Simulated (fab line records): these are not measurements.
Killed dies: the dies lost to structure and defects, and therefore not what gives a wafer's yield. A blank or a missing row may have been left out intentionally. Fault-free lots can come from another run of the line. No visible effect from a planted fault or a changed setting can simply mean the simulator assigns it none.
One fault through the eyes of 2 desks | flow berkeley_cmos170 | each desk holds nothing but its own numbers, with what lay behind them at the end

== TOOL OWNER'S DESK, implanter-02 ==
UCB170_NSD_IMPLANT_08, tool's own readings: per-lot mean of the sampled wafers with a number, covering each lot this tool ran. The brackets show how far a lot's mean lies from the usual mean; more than 4 standard deviations puts the lot out of limits, marked OUT.
Columns: A = dose_ions_cm2 at UCB170_NSD_IMPLANT_08, usual 3.001e+15; B = end_station_pressure_torr at UCB170_NSD_IMPLANT_08, usual 1.26e-05 Torr; C = faraday_current_uA at UCB170_NSD_IMPLANT_08, usual 9230
lot  | first seen here | A                           | B                   | C
L244 | day 8 06:52     | 3.000e+15                   | 1.26e-05            | 9208
L241 | day 8 07:17     | 3.001e+15                   | 1.31e-05            | 9158
L247 | day 9 06:49     | 3.004e+15                   | 1.20e-05            | 9215
L250 | day 9 15:27     | 2.103e+15 (-99 or more) OUT | 1.06e-05            | 6472 (-15) OUT
L249 | day 9 15:35     | 2.102e+15 (-99 or more) OUT | 1.10e-05            | 6488 (-14) OUT
L252 | day 9 15:46     | 2.100e+15 (-99 or more) OUT | 1.01e-05 (-4.2) OUT | 6511 (-14) OUT
This desk's verdict: out of limits on L249, L250, L252, starting with L250 at day 9 15:27 (dose_ions_cm2 at UCB170_NSD_IMPLANT_08). L244, L241, L247 stayed within limits.

== METROLOGY DESK ==
Lot by lot, what the gauges showed, no matter which tool ran the lot: averages of those sampled wafers that carry a number. The brackets show how far a lot's mean lies from the usual mean; more than 4 standard deviations puts the lot out of limits, marked OUT.
Columns: A = cd_nm at UCB170_GATE_CD_MEAS_90, usual 350.9 nm; B = NSD_TW at UCB170_NSD_TW_MEAS_10, usual 4226; C = NSD_RS at UCB170_SDANNEAL_RS_MEAS_03, usual 37.29 ohm/sq
lot  | first seen here | A     | B               | C
L242 | day 7 13:06     | 348.5 | 4258            | 37.35
L240 | day 7 13:20     | 349.9 | 4215            | 37.27
L244 | day 7 13:28     | 349.1 | 4271            | 37.26
L241 | day 7 13:37     | 352.5 | 4239            | 37.40
L246 | day 8 12:26     | 349.7 | 4181            | 37.28
L247 | day 8 12:35     | 349.4 | 4237            | 37.23
L251 | day 8 22:29     | 353.0 | 4217            | 37.43
L250 | day 8 22:50     | 352.0 | 4028 (-6.6) OUT | 45.01 (+88) OUT
L249 | day 8 22:56     | 350.5 | 4051 (-5.8) OUT | 45.43 (+93) OUT
L252 | day 8 23:06     | 352.3 | 4038 (-6.3) OUT | 45.30 (+91) OUT
L253 | day 9 19:48     | 349.8 | 4236            | 37.20
L255 | day 10 07:14    | 348.2 | 4178            | 37.28
L257 | day 10 15:09    | 354.6 | 4238            | 37.27
L258 | day 11 07:10    | 351.3 | 4218            | 37.36
L260 | day 11 16:00    | 351.6 | 4250            | 37.34
This desk's result: L249, L250, L252 out of limits, first on L250 (NSD_TW at UCB170_NSD_TW_MEAS_10), day 9 15:41. L242, L240, L244, L241, L246, L247, L251, L253, L255, L257, L258, L260 stayed within limits.

== PUT TOGETHER ==
On L249, L250, L252, at day 9 15:27, an alarm was possible from the tool owner's desk.
The metrology desk could have raised an alarm at day 9 15:41, on L249, L250, L252.
The lots listed all ran UCB170_NSD_IMPLANT_08 on implanter-02.

== WHAT THE SIMULATOR PUT IN ==
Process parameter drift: implanter-02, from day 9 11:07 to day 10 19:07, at UCB170_NSD_IMPLANT_08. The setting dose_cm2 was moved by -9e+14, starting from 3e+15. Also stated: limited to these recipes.
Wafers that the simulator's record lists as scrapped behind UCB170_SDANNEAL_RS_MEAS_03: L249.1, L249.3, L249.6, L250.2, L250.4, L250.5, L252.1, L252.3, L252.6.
Lots struck among those shown: L249, L250, L252.
Counting hours from when the fault started, the first reading out of limits came at 4 for the tool owner's desk and at 5 for the metrology desk.
